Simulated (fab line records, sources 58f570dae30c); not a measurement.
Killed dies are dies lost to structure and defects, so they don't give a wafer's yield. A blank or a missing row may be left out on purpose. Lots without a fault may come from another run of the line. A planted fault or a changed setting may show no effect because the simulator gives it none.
One fault seen from 2 desks | flow berkeley_cmos170 | each desk has only its own numbers; what lay behind them comes last

THE METROLOGY DESK
What the gauges read, lot by lot, whatever tool the lot ran on: means of the sampled wafers that have a number. A lot is out of limits, marked OUT, if its mean lies more than 4 standard deviations from the usual mean; the brackets give that distance.
Columns: A = PWELL_OXIDE_THK at UCB170_PWELL_THK_MEAS_03, usual 26.6 nm; B = PFIELD_OVL at UCB170_PFIELD_OVL_MEAS_06, usual 2 nm; C = PVT_OVL at UCB170_PVT_OVL_MEAS_06, usual -2 nm
lot  | first seen here | A    | B  | C
L567 | day 2 14:35     | 26.8 | -1 | 0
L566 | day 2 14:40     | 26.9 | -3 | 2
L569 | day 3 06:40     | 27.1 | 0  | 1
L571 | day 3 15:16     | 26.9 | -6 | -5
L570 | day 3 15:16     | 26.5 | -4 | -9
L572 | day 3 22:06     | 25.8 | 7  | -5
L573 | day 4 06:28     | 27.2 | 6  | -1
L576 | day 4 18:07     | 27.3 | -0 | -4
L577 | day 5 02:49     | 26.6 | -5 | -2
L578 | day 5 02:51     | 27.2 | 1  | -5
L579 | day 5 10:02     | 26.2 | 9  | -3
L586 | day 6 18:36     | 26.7 | -5 | 2
L588 | day 7 07:43     | 25.6 | 2  | -1
L589 | day 7 16:10     | 26.3 | 3  | 6
This desk's finding: nothing out of limits on any of the 14 lots.

THE TOOL OWNER'S DESK: litho_track-04
The tool's own readings at UCB170_PLDD_HMDS_00 (prime time 60 s): means of the sampled wafers that have a number, for each lot that ran on this tool. A lot is out of limits, marked OUT, if its mean lies more than 4 standard deviations from the usual mean; the brackets give that distance.
Columns: A = chill_plate_temp_C at UCB170_PLDD_HMDS_00, usual 22.99 C; B = prime_temp_c at UCB170_PLDD_HMDS_00, usual 100.00 C
lot  | first seen here | A     | B
L566 | day 5 20:35     | 22.92 | 100.03
L570 | day 6 19:40     | 22.95 | 100.04
L572 | day 7 07:55     | 22.89 | 99.90
L576 | day 7 23:06     | 23.06 | 99.79
L577 | day 8 13:28     | 23.10 | 98.18 (-15) OUT
L579 | day 9 00:56     | 23.19 | 98.09 (-16) OUT
This desk's finding: out of limits on L577, L579; first on L577, day 8 13:28 (prime_temp_c at UCB170_PLDD_HMDS_00). In limits: L566, L570, L572, L576.

PUT TOGETHER
The tool owner's desk could have raised an alarm at day 8 13:28, on L577, L579.
The metrology desk saw nothing out of limits.
The metrology desk has L577, L579 on record, within its limits.
Of the lots named, all ran UCB170_PLDD_HMDS_00 on litho_track-04.

WHAT THE SIMULATOR HAD PUT IN
Process parameter drift: litho_track-04, from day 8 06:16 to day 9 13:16, at UCB170_PLDD_HMDS_00. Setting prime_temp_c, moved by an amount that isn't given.
Lots struck among those shown: L577, L579.
Hours from the fault's start to each desk's first reading out of limits: the tool owner's desk, 7.
